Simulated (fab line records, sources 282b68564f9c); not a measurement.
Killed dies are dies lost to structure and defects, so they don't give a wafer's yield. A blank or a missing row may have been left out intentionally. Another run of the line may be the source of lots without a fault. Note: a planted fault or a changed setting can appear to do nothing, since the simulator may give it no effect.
Which tool did it? / flow rit_cmos / 39 wafers from 13 lots sampled at 4 of the route's 202 steps

== WHAT EACH GAUGE READ, for each wafer ==
RIT_SDANNEAL_RS_MEAS_06: the measuring method here is four-point-probe.
lot=L749; measured=day 3 07:31; on=film_metro-01; PLDD_RS (ohm/sq)=178.2 178.0 178.0
lot=L750; measured=day 3 09:04; on=film_metro-01; PLDD_RS (ohm/sq)=178.6 179.0 178.7
lot=L752; measured=day 4 00:03; on=film_metro-01; PLDD_RS (ohm/sq)=178.9 179.4 179.0
lot=L753; measured=day 4 07:01; on=film_metro-01; PLDD_RS (ohm/sq)=178.5 178.5 178.6
lot=L755; measured=day 4 10:04; on=film_metro-02; PLDD_RS (ohm/sq)=178.9 178.6 178.7
lot=L756; measured=day 4 14:01; on=film_metro-02; PLDD_RS (ohm/sq)=180.1 179.9 179.9
lot=L757; measured=day 4 18:21; on=film_metro-02; PLDD_RS (ohm/sq)=178.5 178.2 178.2
lot=L758; measured=day 5 00:37; on=film_metro-04; PLDD_RS (ohm/sq)=179.9 178.2 179.1
lot=L759; measured=day 5 07:58; on=film_metro-02; PLDD_RS (ohm/sq)=178.0 178.1 178.2
lot=L766; measured=day 6 13:45; on=film_metro-04; PLDD_RS (ohm/sq)=178.8 178.6 178.5
lot=L768; measured=day 7 01:14; on=film_metro-01; PLDD_RS (ohm/sq)=178.4 178.7 178.7
lot=L769; measured=day 7 06:51; on=film_metro-04; PLDD_RS (ohm/sq)=179.0 178.7 178.5
lot=L772; measured=day 7 21:10; on=film_metro-02; PLDD_RS (ohm/sq)=178.4 177.9 178.2

RIT_CONTACT_CD_MEAS_90: the cd target is 1000 nm.
lot=L749; measured=day 3 10:01; on=cd_sem-02; cd_nm (nm)=999.2 1000.3 999.9
lot=L750; measured=day 3 11:44; on=cd_sem-02; cd_nm (nm)=1006.9 1005.1 1004.9
lot=L752; measured=day 4 02:41; on=cd_sem-01; cd_nm (nm)=997.4 998.1 998.3
lot=L753; measured=day 4 09:45; on=cd_sem-02; cd_nm (nm)=1002.2 998.0 999.1
lot=L755; measured=day 4 12:56; on=cd_sem-01; cd_nm (nm)=995.6 998.7 997.5
lot=L756; measured=day 4 16:35; on=cd_sem-02; cd_nm (nm)=994.7 996.7 995.2
lot=L757; measured=day 4 21:08; on=cd_sem-01; cd_nm (nm)=999.8 1000.3 1000.9
lot=L758; measured=day 5 03:10; on=cd_sem-02; cd_nm (nm)=999.9 1000.2 1002.3
lot=L759; measured=day 5 10:37; on=cd_sem-02; cd_nm (nm)=998.4 998.2 998.3
lot=L766; measured=day 6 16:16; on=cd_sem-02; cd_nm (nm)=997.3 1001.5 999.0
lot=L768; measured=day 7 03:45; on=cd_sem-02; cd_nm (nm)=1001.6 1001.2 1000.4
lot=L769; measured=day 7 09:29; on=cd_sem-02; cd_nm (nm)=1005.5 1006.6 1002.7
lot=L772; measured=day 7 23:51; on=cd_sem-02; cd_nm (nm)=1001.3 1000.3 999.4

RIT_M1_THK_MEAS_02: measures by xrf.
lot=L749; measured=day 3 10:55; on=film_metro-02; M1_AL_THK (nm)=405 399 398
lot=L750; measured=day 3 12:38; on=film_metro-01; M1_AL_THK (nm)=397 402 401
lot=L752; measured=day 4 03:35; on=film_metro-04; M1_AL_THK (nm)=403 400 404
lot=L753; measured=day 4 10:40; on=film_metro-02; M1_AL_THK (nm)=399 400 399
lot=L755; measured=day 4 13:59; on=film_metro-04; M1_AL_THK (nm)=403 398 400
lot=L756; measured=day 4 17:30; on=film_metro-04; M1_AL_THK (nm)=407 397 400
lot=L757; measured=day 4 22:02; on=film_metro-04; M1_AL_THK (nm)=406 398 403
lot=L758; measured=day 5 04:05; on=film_metro-01; M1_AL_THK (nm)=399 404 395
lot=L759; measured=day 5 11:31; on=film_metro-01; M1_AL_THK (nm)=389 390 397
lot=L766; measured=day 6 17:08; on=film_metro-01; M1_AL_THK (nm)=393 398 396
lot=L768; measured=day 7 04:50; on=film_metro-01; M1_AL_THK (nm)=402 400 399
lot=L769; measured=day 7 10:35; on=film_metro-01; M1_AL_THK (nm)=399 403 394
lot=L772; measured=day 8 00:44; on=film_metro-04; M1_AL_THK (nm)=403 403 397

== WHICH TOOL RAN EACH LOT (tool, then ch and the chambers of the sampled wafers, then the start) ==
lot=L749; RIT_FOX2_CLEAN_02=wet_bench-03 ch 3, day 1 18:40
lot=L750; RIT_FOX2_CLEAN_02=wet_bench-02 ch 0, day 1 23:24
lot=L752; RIT_FOX2_CLEAN_02=wet_bench-01 ch 0, day 2 14:46
lot=L753; RIT_FOX2_CLEAN_02=wet_bench-03 ch 0, day 2 21:09
lot=L755; RIT_FOX2_CLEAN_02=wet_bench-01 ch 3, day 3 02:48
lot=L756; RIT_FOX2_CLEAN_02=wet_bench-02 ch 0, day 3 06:40
lot=L757; RIT_FOX2_CLEAN_02=wet_bench-01 ch 3, day 3 10:58
lot=L758; RIT_FOX2_CLEAN_02=wet_bench-01 ch 1, day 3 17:14
lot=L759; RIT_FOX2_CLEAN_02=wet_bench-03 ch 0, day 3 22:25
lot=L766; RIT_FOX2_CLEAN_02=wet_bench-01 ch 2, day 5 07:34
lot=L768; RIT_FOX2_CLEAN_02=wet_bench-02 ch 0, day 5 18:48
lot=L769; RIT_FOX2_CLEAN_02=wet_bench-03 ch 2, day 5 22:26
lot=L772; RIT_FOX2_CLEAN_02=wet_bench-02 ch 2, day 6 13:26
- RIT_FOX2_CLEAN_02: cleans in dHF, time 176.3 s.

== WHAT THE TOOLS THEMSELVES READ (means of the sampled wafers that have a number; where no wafer has one, the mark that the record gives instead) ==
The record holds no such reading with a usual standard deviation.

== THE ANSWER, worked out from the rows above alone ==
Rule: the usual values come from the lots themselves. The widest of any qualifying gaps counts: lots, ordered by their means at a reading, are off when they make up no more than a third of the lots, leave a main group of 4 or more, and stand apart from it by 3 or more times the standard deviation of that group's means. The tables above print the reading to a certain number of digits; a main group whose means all agree to those digits is not used. Also off: a lot with no number at a reading for which 4 or more lots have one. Where the step has rows for the other lots, those lots are counted as sound. First the gauges in route order, then the tools' own readings, where a lot's mean is used as printed above. At the first step where some lot is off, the reading lying furthest off is the one used; lots without a number count as furthest.
None of the lots is off at any reading shown; this tells nothing.

== WHAT WAS PUT IN BY THE SIMULATOR ==
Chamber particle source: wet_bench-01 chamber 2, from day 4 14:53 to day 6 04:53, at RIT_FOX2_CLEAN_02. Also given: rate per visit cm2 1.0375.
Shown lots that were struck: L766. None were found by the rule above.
